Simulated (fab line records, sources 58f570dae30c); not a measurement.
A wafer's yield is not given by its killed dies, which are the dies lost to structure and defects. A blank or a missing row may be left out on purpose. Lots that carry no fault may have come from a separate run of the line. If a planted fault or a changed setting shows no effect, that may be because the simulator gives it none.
Tool commonality check | flow berkeley cmos170 | 13 lots and 39 wafers in the sample

== THE REASON FOR OPENING IT ==
UCB170_GATE_THK_MEAS_05, reading GATE_POLY_THK: flagged on 1 of 13 lots. Wafers without a fault read 213.6 nm, standard deviation 2.
Rule: a lot gets a flag if all its wafers with a number sit over 4 standard deviations from that mean, or if no wafer of it has a number. As for the other lots, they are considered sound.

lot  | measured     | on            | GATE_POLY_THK (nm), wafer by wafer | flag
L549 | day 6 11:25  | film metro-03 | 213.6 214.2 215.0                  |
L551 | day 6 18:16  | film metro-02 | 213.2 213.1 214.4                  |
L554 | day 7 07:31  | film metro-02 | 142.6 142.2 141.3                  | FLAGGED
L557 | day 7 20:47  | film metro-04 | 213.5 211.7 213.0                  |
L555 | day 7 20:47  | film metro-03 | 211.9 214.0 212.9                  |
L558 | day 8 08:32  | film metro-02 | 210.2 211.9 210.8                  |
L559 | day 8 08:34  | film metro-04 | 214.0 213.0 211.7                  |
L563 | day 9 12:35  | film metro-04 | 215.9 216.5 217.6                  |
L565 | day 9 12:37  | film metro-02 | 215.5 216.2 215.0                  |
L568 | day 10 10:37 | film metro-04 | 213.8 213.4 214.5                  |
L569 | day 10 10:37 | film metro-03 | 211.0 212.6 213.5                  |
L570 | day 10 17:37 | film metro-04 | 214.8 214.0 215.4                  |
L571 | day 10 17:37 | film metro-03 | 211.3 212.3 210.7                  |
The mean of the flagged lots' numbers is 142.0 nm, -71.6 nm from the usual (-36 standard deviations).

== WHICH TOOL RAN EACH LOT ==
The record holds 2 process steps before the reading, out of a route of 331 steps. Every cell lists first the tool, next ch and the chambers used by the sampled wafers, and last the start.
lot  | flag    | UCB170_PFIELD_STRIP_08              | UCB170_GATE_CVD_04
L549 |         | plasma asher-04 ch 0,1, day 4 14:49 | lpcvd-01 ch 0, day 6 10:01
L551 |         | plasma asher-03 ch 0,1, day 5 00:51 | lpcvd-02 ch 0, day 6 16:50
L554 | FLAGGED | plasma asher-03 ch 1, day 5 14:14   | lpcvd-02 ch 1, day 7 06:07
L557 |         | plasma asher-01 ch 0,1, day 6 05:06 | lpcvd-01 ch 0, day 7 19:23
L555 |         | plasma asher-03 ch 0,1, day 6 06:06 | lpcvd-01 ch 0, day 7 19:23
L558 |         | plasma asher-03 ch 0,1, day 6 14:58 | lpcvd-01 ch 1, day 8 06:26
L559 |         | plasma asher-03 ch 0,1, day 6 20:29 | lpcvd-01 ch 0, day 8 06:26
L563 |         | plasma asher-01 ch 0,1, day 7 17:50 | lpcvd-01 ch 0, day 9 10:29
L565 |         | plasma asher-04 ch 0,1, day 7 17:53 | lpcvd-01 ch 0, day 9 10:29
L568 |         | plasma asher-03 ch 1, day 8 16:17   | lpcvd-01 ch 0, day 10 09:12
L569 |         | plasma asher-04 ch 0,1, day 8 16:46 | lpcvd-01 ch 0, day 10 09:12
L570 |         | plasma asher-04 ch 0,1, day 9 01:55 | lpcvd-02 ch 1, day 10 16:12
L571 |         | plasma asher-03 ch 0,1, day 9 02:14 | lpcvd-02 ch 1, day 10 16:12
What these steps do:
- UCB170_PFIELD_STRIP_08: strips in O2.
- UCB170_GATE_CVD_04: deposits poly-Si from SiH4, time 1440 s, target thk 214 nm.
- UCB170_GATE_THK_MEAS_05

== FLAGGED AGAINST TOTAL, ONE TOOL AT A TIME (gauges that did the reading follow at the end) ==
step                    | tool            | lots run | flagged | share of the flagged lots | sound lots run after its first flagged lot
UCB170_PFIELD_STRIP_08  | plasma asher-01 | 2        | 0       | none                      | -
UCB170_PFIELD_STRIP_08  | plasma asher-03 | 7        | 1       | all                       | 5 (L555,L558,L559,L568,L571)
UCB170_PFIELD_STRIP_08  | plasma asher-04 | 4        | 0       | none                      | -
UCB170_GATE_CVD_04      | lpcvd-01        | 9        | 0       | none                      | -
UCB170_GATE_CVD_04      | lpcvd-02        | 4        | 1       | all                       | 2 (L570,L571)
UCB170_GATE_THK_MEAS_05 | film metro-02   | 4        | 1       | all                       | 2 (L558,L565)
UCB170_GATE_THK_MEAS_05 | film metro-03   | 4        | 0       | none                      | -
UCB170_GATE_THK_MEAS_05 | film metro-04   | 5        | 0       | none                      | -

== WHAT THE TABLE ALLOWS ==
In the table, 3 rows ran each flagged lot (plasma asher-03 at UCB170_PFIELD_STRIP_08; lpcvd-02 at UCB170_GATE_CVD_04; film metro-02 at UCB170_GATE_THK_MEAS_05).
- plasma asher-03 at UCB170_PFIELD_STRIP_08: 1 of its 7 lots flagged. Sound lots followed the first flagged one (L555, L558, L559, L568, L571) on it, something a lasting fault affecting the whole tool could not allow.
- lpcvd-02 at UCB170_GATE_CVD_04: 1 of its 4 lots flagged. Sound lots followed the first flagged one (L570, L571) on it, something a lasting fault affecting the whole tool could not allow.
- film metro-02 at UCB170_GATE_THK_MEAS_05: 1 of its 4 lots flagged. Sound lots followed the first flagged one (L558, L565) on it, something a lasting fault affecting the whole tool could not allow.
No row of the table ran every flagged lot and no sound lot after the first.

== WHAT THE SIMULATOR PUT IN ==
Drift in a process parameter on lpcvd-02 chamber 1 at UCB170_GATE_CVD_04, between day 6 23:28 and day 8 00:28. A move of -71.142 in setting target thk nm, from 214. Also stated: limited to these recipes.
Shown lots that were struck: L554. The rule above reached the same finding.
